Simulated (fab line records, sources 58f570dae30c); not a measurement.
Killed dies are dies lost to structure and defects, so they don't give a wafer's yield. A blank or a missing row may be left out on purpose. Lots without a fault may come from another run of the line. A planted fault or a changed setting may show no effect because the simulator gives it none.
Which tool did it? | flow berkeley_cmos170 | 14 lots, 42 wafers sampled, at 3 steps of a route of 331

WHAT THE GAUGES READ, wafer by wafer
UCB170_NWELL_TW_MEAS_16.
lot  | measured    | on            | NWELL_TW
L409 | day 2 10:01 | film_metro-01 | 1220 1226 1228
L410 | day 2 19:09 | film_metro-03 | 1253 1247 1246
L411 | day 3 10:11 | film_metro-03 | 1247 1253 1252
L413 | day 3 10:46 | film_metro-03 | 1249 1257 1250
L414 | day 3 14:58 | film_metro-03 | 1261 1257 1252
L418 | day 4 10:49 | film_metro-03 | 1255 1246 1251
L419 | day 4 16:08 | film_metro-01 | 1225 1219 1220
L420 | day 4 23:04 | film_metro-01 | 1220 1219 1222
L424 | day 5 18:25 | film_metro-03 | 1251 1252 1251
L427 | day 6 06:31 | film_metro-01 | 1227 1222 1226
L429 | day 6 19:59 | film_metro-01 | 1225 1228 1229
L430 | day 7 09:21 | film_metro-01 | 1222 1230 1224
L431 | day 7 09:32 | film_metro-02 | 1248 1247 1252
L432 | day 7 17:38 | film_metro-01 | 1235 1230 1223

UCB170_PWELL_OVL_MEAS_13.
lot  | measured    | on         | PWELL_OVL (nm)
L409 | day 3 12:20 | overlay-02 | -3 -13 -3
L410 | day 3 19:15 | overlay-01 | -5 -5 4
L411 | day 4 05:41 | overlay-02 | -11 -9 -5
L413 | day 4 05:08 | overlay-01 | -13 -2 -1
L414 | day 4 13:13 | overlay-02 | -2 -3 1
L418 | day 5 06:47 | overlay-01 | -7 2 -9
L419 | day 5 14:39 | overlay-02 | -7 3 -5
L420 | day 5 20:07 | overlay-02 | -13 -3 1
L424 | day 6 13:46 | overlay-02 | 12 0 1
L427 | day 7 07:20 | overlay-01 | 5 -4 -6
L429 | day 7 14:12 | overlay-02 | 1 0 -7
L430 | day 8 03:46 | overlay-02 | 1 -7 -1
L431 | day 8 04:01 | overlay-01 | -10 -2 -7
L432 | day 8 15:59 | overlay-01 | 5 10 0

UCB170_ACTIVE_OVL_MEAS_14.
lot  | measured     | on         | ACTIVE_OVL (nm)
L409 | day 5 02:59  | overlay-02 | 2 2 5
L410 | day 5 08:31  | overlay-01 | -11 -4 -5
L411 | day 5 18:26  | overlay-01 | -8 1 -3
L413 | day 5 18:55  | overlay-01 | 2 5 -2
L414 | day 6 03:13  | overlay-01 | -2 -14 -5
L418 | day 6 23:12  | overlay-02 | 4 7 11
L419 | day 7 10:58  | overlay-01 | -7 -2 -3
L420 | day 7 11:26  | overlay-01 | -7 -1 1
L424 | day 7 18:52  | overlay-02 | 1 7 5
L427 | day 8 15:16  | overlay-01 | 6 -2 4
L429 | day 8 19:33  | overlay-02 | -13 -3 -5
L430 | day 9 16:52  | overlay-02 | 2 4 5
L431 | day 9 16:47  | overlay-01 | 0 -2 -10
L432 | day 10 00:17 | overlay-01 | 4 5 3

WHICH TOOL RAN EACH LOT (tool, then ch and the chambers of the sampled wafers, then the start)
The record holds no process step before these readings.

WHAT THE TOOLS THEMSELVES READ (means of the sampled wafers that have a number; where no wafer has one, the mark that the record gives instead)
The record holds no such reading with a usual standard deviation.

THE ANSWER, worked out from the rows above alone
Rule: what is usual is taken from the lots themselves. Put in order of their means at a reading, lots are off if they are a third of the lots or fewer, leave a main group of 4 or more, and stand apart from it by a gap of 3 or more times the standard deviation of the main group's means; of several such gaps the widest counts. A main group whose means are all the same, to the digits that the tables above print for the reading, isn't used. A lot without any number at a reading at which 4 lots or more have one is off too. The other lots that the step has rows for count as sound. The gauges are gone through in route order, then the tools' own readings, and for those a lot's mean is taken as printed above. The first step at which some lot is off is used, and at that step the reading that is off furthest; a lot without a number counts as furthest.
No lot is off at any reading shown: from this, nothing can be told.

WHAT THE SIMULATOR HAD PUT IN
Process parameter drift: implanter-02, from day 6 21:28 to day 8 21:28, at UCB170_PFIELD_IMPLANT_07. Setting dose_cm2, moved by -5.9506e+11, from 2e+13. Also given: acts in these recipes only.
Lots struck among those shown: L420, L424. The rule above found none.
